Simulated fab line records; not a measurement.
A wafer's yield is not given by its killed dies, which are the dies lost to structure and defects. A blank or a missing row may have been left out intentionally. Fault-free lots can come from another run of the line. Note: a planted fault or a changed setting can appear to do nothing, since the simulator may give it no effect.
Problem report, 8D (eight disciplines) form, completed by code ; flow berkeleyCmos170 ; the parts of the form that need people (team, actions taken, sign-off) are left out

## 1. WHAT WENT WRONG
PWELL_TW at UCB170_PWELL_TW_MEAS_17 reads a mean of 402.4 on 6 wafers of 2 lots; wafers without a fault read 378.5 with a standard deviation of 2.4. That puts it +10 standard deviations away from the usual mean.
Seen first at day 6 16:11 on filmMetro-03, wafer L329.3. At this step, 42 wafers from 14 lots have a number in the record. Rule for "out", or "out of limits": more than 4 standard deviations from the usual mean. The other wafers with a number count as sound.

## 2. WHAT IT IS, WHAT IT ISN'T
question;is;is not
which readings at this step;PWELL_TW;-
which lots;L329, L333;L313, L314, L316, L317, L318, L319, L320, L321, L322, L323, L324, L325
which wafers of those lots;all that have a number;-
read on which gauges;filmMetro-03, filmMetro-04;filmMetro-01
when;from day 6 16:11;up to then (36 sound wafers)

## 3. WHAT RULES OUT EACH SUSPECT
Counting: a tool at any process step up to the reading remains a suspect when it ran all the lots that are out and ran no sound lot after the first of those.
- ruled out: the gauge at UCB170_PWELL_TW_MEAS_17. 2 gauges (filmMetro-03, filmMetro-04) read the wafers that are out.
- implanter-02 at UCB170_PWELL_IMPLANT_15: kept. It ran every lot that is out, first L329 (day 6 15:58), and no sound lot after that; its last sound lot up to then is L324 (day 5 16:25). Its own beamOnS, faradayCurrentUA readings are out on those wafers.
The count leaves implanter-02 at UCB170_PWELL_IMPLANT_15.

## 4. THE CAUSE (what the simulator had put in)
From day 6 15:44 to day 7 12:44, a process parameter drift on implanter-02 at UCB170_PWELL_IMPLANT_15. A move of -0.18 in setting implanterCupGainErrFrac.
Counting left only this tool.

## 5. SEQUENCE OF EFFECTS, ordered by route
Rows list readings where the struck wafers' mean (over those with a number) sits beyond 3 standard deviations from the usual. Only readings whose record carries a usual standard deviation are examined. hours: median over the lots of the time between each lot's start at the first step of this table that gives one and its start at this step. sigmas: the change, counted in usual standard deviations.
hours;step;reading;usual;on struck wafers;change;sigmas
0;UCB170_PWELL_IMPLANT_15;beamOnS;9.99 s;12.27;+2.28;+11
0;UCB170_PWELL_IMPLANT_15;faradayCurrentUA;15.9;12.9;-3.0;-9.6
0;UCB170_PWELL_TW_MEAS_17;PWELL_TW;378.5;402.4;+23.9;+10
Process steps it contains:
- UCB170_PWELL_IMPLANT_15
Later steps that measure or inspect, where all struck wafers having a row at the step show a number for every such reading and not one has moved that far: UCB170_V2_OVL_MEAS_13.

## 6. WHAT WOULD HAVE CAUGHT IT SOONER
Counted from the fault's start at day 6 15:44, it took 0 hours until the first out-of-limits reading at a measuring or inspecting step in this record, taken at day 6 16:11.
The tool's own readings at UCB170_PWELL_IMPLANT_15 were out on every struck wafer that the step has a row for (beamOnS, faradayCurrentUA): an alarm limit on them would have fired on the first of those.
Of the lots that are out (2), L333 began UCB170_PWELL_IMPLANT_15 on implanter-02 after day 6 16:11. Holding the tool at that time would have saved it.
